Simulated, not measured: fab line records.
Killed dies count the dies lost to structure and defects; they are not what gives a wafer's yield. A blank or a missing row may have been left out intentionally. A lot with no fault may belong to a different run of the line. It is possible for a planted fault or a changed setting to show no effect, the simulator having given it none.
A lot that was struck, set against a sound lot    flow berkeleyCmos170    17 steps out of a route of 331
Sound: these wafers, L766.1, L766.5, L766.6. Struck: wafers L770.3, L770.4, L770.6. The cause comes at the end.
Per side, at each step with rows, come the tool, then ch with its chambers, and then its first start. Under that, the readings that differ: sound wafers    struck wafers    difference of the means    sigmas: that difference in standard deviations of wafers without a fault.
alike: readings with means less than 2 such deviations apart, plus words and numbers identical on both sides. not compared: withheld readings, readings lacking a value on some wafer, bounds such as >300 that could conceal the same value, and numbers that have no deviation in the record and whose values overlap.
Wherever a step has rows on one side only, a row that says differs or no value, or a row with sigmas, the two part there. Numbers that have no deviation but don't overlap get no sigmas and don't part them. A reading that every wafer of one side lacks parts them only if that side has two wafers or more.

first, 3 steps without rows for these wafers: UCB170_BACKSIDE_HMDS_00 (prime time 60 s); UCB170_BACKSIDE_COAT_01 (resist thk 900 nm); UCB170_BACKSIDE_SOFTBAKE_02 (time 60 s).
UCB170_BACKSIDE_STRIP_03: strips in O2.
  sound on plasmaAsher-02 ch 0,1, day 7 14:00; struck on plasmaAsher-04 ch 0,1, day 8 17:13
reading              sound              struck             difference  sigmas
oesProductAu (a.u.)  0.728 0.727 0.729  0.736 0.740 0.736  +0.009      +2
  alike: drypumpMotorCurrentA, stripTimeToEndpointS
  not compared: rfHoursCounterH
then, 1 step without rows for these wafers: UCB170_BACKSIDE_CLEAN_04 (cleans in SPM, time 600 s).
UCB170_SDANNEAL_RTA_00: time 10 s.
  sound on rtpAnneal-02 ch 0, day 7 14:16; struck on rtpAnneal-01 ch 0, day 8 17:29
  alike: lampPowerPct, wafer_temp_C_max
UCB170_SDANNEAL_RTA_01: time 5 s.
  sound on rtpAnneal-02 ch 0, day 7 14:20; struck on rtpAnneal-01 ch 0, day 8 17:32
reading           sound           struck          difference  sigmas
lampPowerPct (%)  38.4 38.4 38.4  32.5 32.6 32.6  -5.8        -2
  alike: wafer_temp_C_max
UCB170_SDANNEAL_RS_MEAS_02: uses a four-point probe to measure.
  sound: filmMetro-03 at day 7 14:24; struck: filmMetro-02 at day 8 17:37
  alike: PSD_RS
UCB170_SDANNEAL_RS_MEAS_03: uses a four-point probe to measure.
  sound: filmMetro-03 at day 7 14:31; struck: filmMetro-02 at day 8 17:44
  alike: NSD_RS
UCB170_SDANNEAL_RS_MEAS_04: uses a four-point probe to measure.
  sound: filmMetro-03 at day 7 14:38; struck: filmMetro-02 at day 8 17:52
  alike: PLDD_RS
UCB170_SDANNEAL_RS_MEAS_05: uses a four-point probe to measure.
  sound: filmMetro-03 at day 7 14:46; struck: filmMetro-02 at day 8 17:59
  alike: NLDD_RS
then, 1 step without rows for these wafers: UCB170_SILICIDE_PRE_CLEAN_00 (preclean etch time 60 s).
UCB170_SILICIDE_SPUTTER_01: material Ti, target thk 30 nm, time 25 s.
  sound: pvdSputter-01 at day 7 14:57; struck: pvdSputter-01 at day 8 18:08
reading                                     sound              struck            difference  sigmas
model.Ti_of_SILICIDE_SPUTTER_01.thkNm (nm)  30.07 30.14 29.76  29.17 28.8 28.54  -1.15       
  alike: cathodeDcPowerW, throttleValvePct
UCB170_SILICIDE_RS_MEAS_02: uses a four-point probe to measure.
  sound: filmMetro-02 at day 7 14:59; struck: filmMetro-04 at day 8 18:38
reading                  sound           struck          difference  sigmas
SILICIDE_TI_RS (ohm/sq)  26.0 25.9 26.3  27.3 27.7 28.0  +1.6        +4
  not compared: hold
UCB170_SILICIDE_THK_MEAS_03: measures by xrf.
  sound: filmMetro-02 at day 7 15:06; struck: filmMetro-04 at day 8 20:28
reading               sound           struck          difference  sigmas
SILICIDE_TI_THK (nm)  31.0 31.1 30.7  29.9 29.7 29.5  -1.2        -3
  not compared: hold
UCB170_SILICIDE_RTA_04: time 15 s.
  sound on rtpAnneal-02 ch 0, day 7 15:10; struck on rtpAnneal-01 ch 0, day 8 22:34
reading           sound           struck                                                                   difference                    sigmas
hold              - - -           awaitDispo/2.0h/release awaitDispo/2.0h/release awaitDispo/2.0h/release  no value on the sound wafers  
lampPowerPct (%)  10.7 10.7 10.7  9.0 9.1 9.0                                                              -1.7                          -2
  alike: wafer_temp_C_max
UCB170_M3_PROBE_99:
  only the struck wafers here have rows in the record (prober-01, day 9 21:07); the sound ones have none

## WHERE THEY PART
Last at UCB170_M3_PROBE_99 as far as this record goes, first at UCB170_BACKSIDE_STRIP_03.

WHY: whatever the simulator had introduced
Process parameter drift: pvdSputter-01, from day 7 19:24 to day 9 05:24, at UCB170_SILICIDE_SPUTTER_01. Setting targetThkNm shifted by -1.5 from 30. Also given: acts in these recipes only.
